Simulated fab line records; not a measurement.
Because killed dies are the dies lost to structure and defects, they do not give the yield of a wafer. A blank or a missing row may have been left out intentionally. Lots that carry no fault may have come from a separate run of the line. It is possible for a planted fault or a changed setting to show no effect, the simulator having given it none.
Lot-split experiment / flow berkeleyCmos170 / on a route of 331 steps: 5 lots, 23 wafers read

## ON THE SPLIT
At UCB170_PLDD_IMPLANT_09, the setting doseCm2 was moved away from the recipe's 5e+13 on 6 of the 23 wafers read, by -2.9% to +4.5%. The other wafers ran this setting at the recipe's value.

## FROM THE SPLIT TO THE READING: what the file shows between them, 9 steps
- UCB170_SPACER_CVD_00: deposits SiO2 from TEOS/O2, target thk 376 nm, time 47 s (also split here: timeS)
- UCB170_SPACER_THK_MEAS_01
- UCB170_SPACER_ANNEAL_02: time 1800 s
- UCB170_SPACER_ETCHBACK_03: etches SiO2 in CHF3/CF4/Ar, stops on Si, target depth 376 nm, time 100 s
- UCB170_PSD_PEB_04 (also split here: pebTempC)
- UCB170_PSD_DEVELOP_05: develop time 45 s
- UCB170_PSD_CD_MEAS_06: target cd 1200 nm
- UCB170_SDANNEAL_RTA_00: time 10 s (also split here: timeS)
- UCB170_SDANNEAL_RTA_01: time 5 s

## THE READING
PLDD_RS (ohm/sq), read at UCB170_SDANNEAL_RS_MEAS_04 with a four-point probe. A value of 1030 ohm/sq with a standard deviation of 3.1 ohm/sq is what fault-free wafers of this fab line usually give.

wafer=L075.1; tool, chamber at the split=implanter-02, 0; doseCm2 as run=5e+13; against the recipe=recipe; PLDD_RS, ohm/sq=1035; against lot-mates on the recipe=-
wafer=L075.3; tool, chamber at the split=implanter-02, 0; doseCm2 as run=5e+13; against the recipe=recipe; PLDD_RS, ohm/sq=1032; against lot-mates on the recipe=-
wafer=L075.4; tool, chamber at the split=implanter-02, 0; doseCm2 as run=5e+13; against the recipe=recipe; PLDD_RS, ohm/sq=1033; against lot-mates on the recipe=-
wafer=L075.5; tool, chamber at the split=implanter-02, 0; doseCm2 as run=5e+13; against the recipe=recipe; PLDD_RS, ohm/sq=1034; against lot-mates on the recipe=-
wafer=L075.6; tool, chamber at the split=implanter-02, 0; doseCm2 as run=5e+13; against the recipe=recipe; PLDD_RS, ohm/sq=1036; against lot-mates on the recipe=-
wafer=L074.1; tool, chamber at the split=implanter-03, 0; doseCm2 as run=5e+13; against the recipe=recipe; PLDD_RS, ohm/sq=1032; against lot-mates on the recipe=-
wafer=L074.3; tool, chamber at the split=implanter-03, 0; doseCm2 as run=4.853e+13; against the recipe=-2.9%; PLDD_RS, ohm/sq=1044; against lot-mates on the recipe=+13
wafer=L074.4; tool, chamber at the split=implanter-03, 0; doseCm2 as run=4.853e+13; against the recipe=-2.9%; PLDD_RS, ohm/sq=1041; against lot-mates on the recipe=+10
wafer=L074.5; tool, chamber at the split=implanter-03, 0; doseCm2 as run=4.853e+13; against the recipe=-2.9%; PLDD_RS, ohm/sq=1045; against lot-mates on the recipe=+14
wafer=L074.6; tool, chamber at the split=implanter-03, 0; doseCm2 as run=5e+13; against the recipe=recipe; PLDD_RS, ohm/sq=1030; against lot-mates on the recipe=-
wafer=L076.2; tool, chamber at the split=implanter-03, 0; doseCm2 as run=5e+13; against the recipe=recipe; PLDD_RS, ohm/sq=1031; against lot-mates on the recipe=-
wafer=L076.5; tool, chamber at the split=implanter-03, 0; doseCm2 as run=5e+13; against the recipe=recipe; PLDD_RS, ohm/sq=1031; against lot-mates on the recipe=-
wafer=L076.6; tool, chamber at the split=implanter-03, 0; doseCm2 as run=5e+13; against the recipe=recipe; PLDD_RS, ohm/sq=1033; against lot-mates on the recipe=-
wafer=L079.1; tool, chamber at the split=implanter-04, 0; doseCm2 as run=5.223e+13; against the recipe=+4.5%; PLDD_RS, ohm/sq=1011; against lot-mates on the recipe=-20
wafer=L079.2; tool, chamber at the split=implanter-04, 0; doseCm2 as run=5e+13; against the recipe=recipe; PLDD_RS, ohm/sq=1031; against lot-mates on the recipe=-
wafer=L079.3; tool, chamber at the split=implanter-04, 0; doseCm2 as run=5.223e+13; against the recipe=+4.5%; PLDD_RS, ohm/sq=1012; against lot-mates on the recipe=-19
wafer=L079.5; tool, chamber at the split=implanter-04, 0; doseCm2 as run=5e+13; against the recipe=recipe; PLDD_RS, ohm/sq=1031; against lot-mates on the recipe=-
wafer=L079.6; tool, chamber at the split=implanter-04, 0; doseCm2 as run=5.223e+13; against the recipe=+4.5%; PLDD_RS, ohm/sq=1013; against lot-mates on the recipe=-18
wafer=L080.1; tool, chamber at the split=implanter-03, 0; doseCm2 as run=5e+13; against the recipe=recipe; PLDD_RS, ohm/sq=1023; against lot-mates on the recipe=-
wafer=L080.2; tool, chamber at the split=implanter-03, 0; doseCm2 as run=5e+13; against the recipe=recipe; PLDD_RS, ohm/sq=1025; against lot-mates on the recipe=-
wafer=L080.3; tool, chamber at the split=implanter-03, 0; doseCm2 as run=5e+13; against the recipe=recipe; PLDD_RS, ohm/sq=1029; against lot-mates on the recipe=-
wafer=L080.5; tool, chamber at the split=implanter-03, 0; doseCm2 as run=5e+13; against the recipe=recipe; PLDD_RS, ohm/sq=1030; against lot-mates on the recipe=-
wafer=L080.6; tool, chamber at the split=implanter-03, 0; doseCm2 as run=5e+13; against the recipe=recipe; PLDD_RS, ohm/sq=1025; against lot-mates on the recipe=-

FIT RESULTS
A straight line over all 23 wafers: PLDD_RS changes by -4.22 ohm/sq for each +1% of doseCm2; r = -0.94; the points scatter about the line by 3.2 ohm/sq.
The same after taking each lot's own level away (the mean of its wafers on the recipe; 23 wafers): -4.24 ohm/sq for each +1%; r = -0.98; scatter 1.7 ohm/sq.
The reading moves by 19 ohm/sq for the largest change in doseCm2, on that fit.
Measured against the standard deviation above, the lots' own levels, which go from 1026.4 to 1034.0 ohm/sq, span 2.5 times it.
So the lot-to-lot level changes the slope little: the two slopes agree.
Check: for one of the wafers moved furthest among these (+4.5%), held out of the fit, the line's prediction against its lot-mates is -18.6 ohm/sq. Against them it came out at -20 ohm/sq.

## OTHER SPLITS ON THESE WAFERS
Note: prior to the reading, these wafers also went through further splits. Each is held against what the fit with the lots' levels taken away leaves over:
other split on the same wafers=UCB170_GATE_CVD_04 timeS; wafers away from the commonest value=10; r with PLDD_RS (lot level and that fit taken away)=-0.01
other split on the same wafers=UCB170_GATE_ETCH_15 timeS; wafers away from the commonest value=10; r with PLDD_RS (lot level and that fit taken away)=-0.13
other split on the same wafers=UCB170_SPACER_CVD_00 timeS; wafers away from the commonest value=4; r with PLDD_RS (lot level and that fit taken away)=-0.23
other split on the same wafers=UCB170_PSD_PEB_04 pebTempC; wafers away from the commonest value=6; r with PLDD_RS (lot level and that fit taken away)=+0.02
other split on the same wafers=UCB170_SDANNEAL_RTA_00 timeS; wafers away from the commonest value=4; r with PLDD_RS (lot level and that fit taken away)=+0.20

## FILE'S OWN FIT
PLDD_RS changes by -4.25 ohm/sq for each +1% of doseCm2, r = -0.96.
